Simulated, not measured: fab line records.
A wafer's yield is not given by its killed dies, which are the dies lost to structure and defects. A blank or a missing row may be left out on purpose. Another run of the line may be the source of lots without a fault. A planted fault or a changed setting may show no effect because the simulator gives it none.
Split-lot trial	flow berkeley-cmos170	5 lots, 23 wafers read, on a route of 331 steps

## THE SPLIT
At UCB170_M2_METAL_ETCH_18 (etches Al in Cl2/BCl3, stops on SiO2, target depth 1170 nm, time 195 s), the setting time-s was moved away from the recipe's 195 s on 11 of the 23 wafers read, by -14.8% to -9.2%. The other wafers ran this setting at the recipe's value.

## SPLIT TO READING: what lies between them in the file, 1 step
- UCB170_M2_STRIP_19: strips in O2

## THE READING
At UCB170_M2_CD_MEAS_90: cd-nm in nanometres, against a target cd of 700 nm. On this fab line, fault-free wafers typically give 700.4 nm with a standard deviation of 2 nm.

wafer	tool, chamber at the split	time-s as run, s	against the recipe	cd-nm, nm	against lot-mates on the recipe
L075.1	rie-metal-04, 1	195	recipe	703.2	-
L075.2	rie-metal-04, 0	195	recipe	700.7	-
L075.3	rie-metal-04, 0	195	recipe	700.5	-
L078.1	rie-metal-04, 0	195	recipe	699.7	-
L078.3	rie-metal-04, 1	176.7	-9.4%	701.1	+1.5
L078.4	rie-metal-04, 0	176.7	-9.4%	703.9	+4.3
L078.5	rie-metal-04, 1	195	recipe	699.5	-
L078.6	rie-metal-04, 0	176.7	-9.4%	704.6	+5.0
L079.1	rie-metal-02, 0	174.8	-10.4%	704.9	+5.3
L079.2	rie-metal-02, 1	174.8	-10.4%	704.3	+4.7
L079.3	rie-metal-02, 1	195	recipe	700.8	-
L079.5	rie-metal-02, 0	195	recipe	697.5	-
L079.6	rie-metal-02, 1	195	recipe	700.4	-
L081.1	rie-metal-02, 1	166.2	-14.8%	708.5	+5.4
L081.2	rie-metal-02, 0	166.2	-14.8%	711.0	+7.9
L081.3	rie-metal-02, 1	166.2	-14.8%	710.3	+7.1
L081.4	rie-metal-02, 0	195	recipe	702.3	-
L081.5	rie-metal-02, 1	195	recipe	704.0	-
L085.1	rie-metal-04, 1	195	recipe	699.4	-
L085.3	rie-metal-04, 1	177	-9.2%	702.2	+2.9
L085.4	rie-metal-04, 0	195	recipe	699.3	-
L085.5	rie-metal-04, 1	177	-9.2%	705.7	+6.4
L085.6	rie-metal-04, 0	177	-9.2%	706.2	+6.9

FIT RESULTS
A straight line over all 23 wafers: cd-nm changes by -0.515 nm for each +1% of time-s; r = -0.84; the points scatter about the line by 2 nm.
The same after taking each lot's own level away (the mean of its wafers on the recipe; 23 wafers): -0.469 nm for each +1%; r = -0.90; scatter 1.3 nm.
Per that fit: largest time-s move, reading shift of 6.9 nm.
Measured against the standard deviation above, the lots' own levels, which go from 699.35 to 703.15 nm, span 1.9 times it.
Consequently the slope shifts little with the lot-to-lot level, the two slopes agreeing.
Check: for one of the wafers moved furthest among these (-14.8%), held out of the fit, the line's prediction against its lot-mates is +7.26 nm. It came out at +5.35 nm against them.
Tool readings at the split's step, against how far the setting was moved: oes-product-au r = -0.64.

## FURTHER SPLITS ON THESE WAFERS
Note: prior to the reading, these wafers also went through further splits. Each is held against what the fit with the lots' levels taken away leaves over:
other split on the same wafers	wafers away from the commonest value	r with cd-nm (lot level and that fit taken away)
UCB170_M1_SPUTTER_00 power-w	6	+0.17
UCB170_V1_CVD_00 time-s	6	-0.20
UCB170_M2_SPUTTER_01 time-s	10	-0.26

## THE WHOLE CHAIN: every reading that the file lists as answering this split, in the file's order
step	what it does	reading	change (the file's fit)	r (the file's)
UCB170_M2_METAL_ETCH_18	etches Al in Cl2/BCl3, stops on SiO2, target depth 1170 nm, time 195 s	KrF_of_M2_COAT_10.thk-nm (the simulator's own value, which no gauge read)	-6.73 nm for each +1% of the setting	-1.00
UCB170_M2_METAL_ETCH_18	etches Al in Cl2/BCl3, stops on SiO2, target depth 1170 nm, time 195 s	SiO2_of_V1_CVD_00.thk-nm (the simulator's own value, which no gauge read)	-0.558 nm for each +1% of the setting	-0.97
UCB170_M2_METAL_ETCH_18	etches Al in Cl2/BCl3, stops on SiO2, target depth 1170 nm, time 195 s	M2.cd-nm (the simulator's own value, which no gauge read)	-0.479 nm for each +1% of the setting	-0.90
UCB170_M2_STRIP_19	strips in O2	oes-product-au	-0.00743 a.u. for each +1% of the setting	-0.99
UCB170_M2_CD_MEAS_90	target cd 700 nm	cd-nm	-0.472 nm for each +1% of the setting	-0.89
UCB170_M2_METAL_ETCH_18	etches Al in Cl2/BCl3, stops on SiO2, target depth 1170 nm, time 195 s	oes-product-au	-0.00537 a.u. for each +1% of the setting, in a fit together with time-s@M2_SPUTTER_01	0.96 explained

## THE FILE'S OWN FIT
cd-nm changes by -0.472 nm for each +1% of time-s, r = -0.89.
